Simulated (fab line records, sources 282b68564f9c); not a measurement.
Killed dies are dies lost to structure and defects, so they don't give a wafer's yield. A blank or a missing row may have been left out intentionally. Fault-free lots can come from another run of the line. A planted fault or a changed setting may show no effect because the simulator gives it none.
Chamber matching	flow ritCmos	4 sister chambers for RIT_GATE_ETCH_19 on rieSi-01
The step etches poly-Si in SF6/CHF3/O2, stops on SiO2, time 165 s, target depth 312.5 nm. 16 wafers are shown with their chamber, then 8 later ones without.

## EACH WAFER AND ITS CHAMBER
wafer	chamber	throttleValvePct (%)	drypumpMotorCurrentA (A)	oesProductAu (a.u.)
L287.3	1	10.15	4.8	0.848
L287.4	2	10.25	6.3	0.873
L287.5	1	10.16	4.8	0.837
L289.2	3	9.95	5.7	0.868
L289.3	0	10.36	6.0	0.874
L289.4	1	10.15	4.9	0.865
L291.1	0	10.39	6.1	0.862
L291.5	1	10.14	4.8	0.838
L291.6	2	10.27	6.3	0.873
L293.4	1	10.15	4.8	0.839
L293.5	2	10.24	6.3	0.864
L293.6	1	10.16	4.8	0.840
L295.1	2	10.24	6.3	0.877
L295.2	1	10.15	4.9	0.844
L295.6	3	9.95	5.8	0.862
L297.1	3	9.94	5.8	0.883

SIGNATURES (averages over the wafers above)
reading	chamber 0	chamber 1	chamber 2	chamber 3	scatter within a chamber
throttleValvePct	10.3750	10.1514	10.2500	9.9467	0.0108
drypumpMotorCurrentA	6.050	4.829	6.300	5.767	0.0465
oesProductAu	0.86800	0.84443	0.87175	0.87100	0.00903
Rule: distance of a wafer from a chamber = root of the sum over the readings of ((wafer's reading minus chamber's mean) / reading's scatter) squared. If the next closest chamber is less than 2 further off than the closest, the wafer can't be placed; otherwise it belongs to the closest. The scatter: the root of (the sum of the squares of (reading less its chamber's mean) over the shown wafers, divided by (wafers less chambers)).

## WAFERS MISSING THEIR CHAMBER
wafer	throttleValvePct (%)	drypumpMotorCurrentA (A)	oesProductAu (a.u.)
L297.4	10.15	4.8	0.854
L297.6	10.13	4.8	0.867
L303.3	9.95	5.8	0.862
L303.4	10.14	4.9	0.849
L303.5	10.14	4.8	0.851
L307.1	10.39	6.1	0.858
L307.2	10.15	4.9	0.845
L307.5	10.39	6.1	0.856

## WHICH CHAMBER EACH ONE RAN IN
wafer	from the rows above	in truth
L297.4	1	1
L297.6	1	1
L303.3	3	3
L303.4	1	1
L303.5	1	1
L307.1	0	0
L307.2	1	1
L307.5	0	0
8 of 8 placed correctly. From these rows, 0 cannot be placed. Placed wrongly: 0.
